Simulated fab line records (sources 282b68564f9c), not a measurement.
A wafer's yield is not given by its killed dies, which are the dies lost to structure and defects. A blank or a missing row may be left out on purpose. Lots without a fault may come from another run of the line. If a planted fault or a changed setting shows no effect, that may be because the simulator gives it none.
Struck lot and sound lot, side by side -- flow rit-cmos -- 15 steps out of a route of 202
Sound: the wafers L386.2, L386.3, L386.6. Struck: wafer L399.5. The cause comes at the end.
Per side, at each step with rows, come the tool, then ch with its chambers, and then its first start. Under that, the readings that differ: sound wafers -- struck wafers -- difference of the means -- sigmas: that difference in standard deviations of wafers without a fault.
alike: a reading whose means differ by less than 2 such deviations, as well as words and numbers matching on both sides. not compared: withheld readings; readings where some wafer has no value; bounds like >300 that might hide an equal value; numbers whose values overlap and for which the record gives no deviation.
The two part at a step that has a row with sigmas, a row that says differs or no value, or rows on one side only. Numbers that don't overlap but have no deviation are shown without sigmas and don't part them. A reading that every wafer of one side lacks parts them only if that side has two wafers or more.

RIT_GATE_THK_MEAS_07:
  sound on film-metro-01 at day 2 21:49; struck on film-metro-01 at day 5 17:34
reading,sound,struck,difference,sigmas
GATE_OXIDE_THK (nm),2.95 2.90 3.06,3.15,+0.18,+3
then, 1 step without rows for these wafers: RIT_GATE_CVD_08 (deposits poly-Si from SiH4, target thk 250 nm, time 2220 s).
RIT_GATE_THK_MEAS_09:
  sound on film-metro-03 at day 2 23:29; struck on film-metro-03 at day 5 19:15
  alike: GATE_POLY_THK
then, 6 steps without rows for these wafers: RIT_GATE_HMDS_10 (prime time 60 s); RIT_GATE_COAT_11 (resist thk 850 nm); RIT_GATE_SOFTBAKE_12 (time 60 s); RIT_GATE_EXPOSE_13 (exposes mask M6, target cd 150 nm); RIT_GATE_PEB_14; RIT_GATE_DEVELOP_15 (develop time 50 s).
RIT_GATE_CD_MEAS_16 targets a cd of 150 nm.
  sound on cd-sem-02 at day 3 00:32; struck on cd-sem-02 at day 5 20:19
  alike: cd-nm
RIT_GATE_OVL_MEAS_17:
  sound on overlay-01 at day 3 05:22; struck on overlay-01 at day 5 20:23
  alike: GATE_OVL
then, 1 step without rows for these wafers: RIT_GATE_HARDBAKE_18 (time 60 s).
RIT_GATE_ETCH_19: etches poly-Si in SF6/CHF3/O2, stops on SiO2, time 165 s, target depth 312.5 nm.
  sound on rie-si-02 ch 0,2,3, day 3 05:32; struck on rie-si-01 ch 2, day 5 20:37
reading,sound,struck,difference,sigmas
drypump-motor-current-A (A),5.3 5.6 5.9,6.4,+0.8,+2
oes-product-au (a.u.),0.851 0.846 0.855,0.805,-0.046,-3
over-etch-frac,0.25 0.25 0.25,0.31888,+0.06888,
model.NOVOLAK_of_GATE_COAT_11.thk-nm (nm),671.4 673.1 676.7,665.3,-8.4,
  alike: CHF3_flow_sccm, throttle-valve-pct
  not compared: rf-hours-counter-h
RIT_GATE_STRIP_20: strips in O2, time 180 s.
  sound on plasma-asher-02 ch 0,1, day 3 05:38; struck on plasma-asher-01 ch 1, day 5 20:47
  alike: drypump-motor-current-A
  not compared: rf-hours-counter-h
RIT_M1_PROBE_99:
  sound wafers here have rows in the record (prober-01, day 4 01:35); struck ones have none

WHERE THEY PART
First at RIT_GATE_THK_MEAS_07; last, within this record, at RIT_M1_PROBE_99.

WHY: what the simulator had put in
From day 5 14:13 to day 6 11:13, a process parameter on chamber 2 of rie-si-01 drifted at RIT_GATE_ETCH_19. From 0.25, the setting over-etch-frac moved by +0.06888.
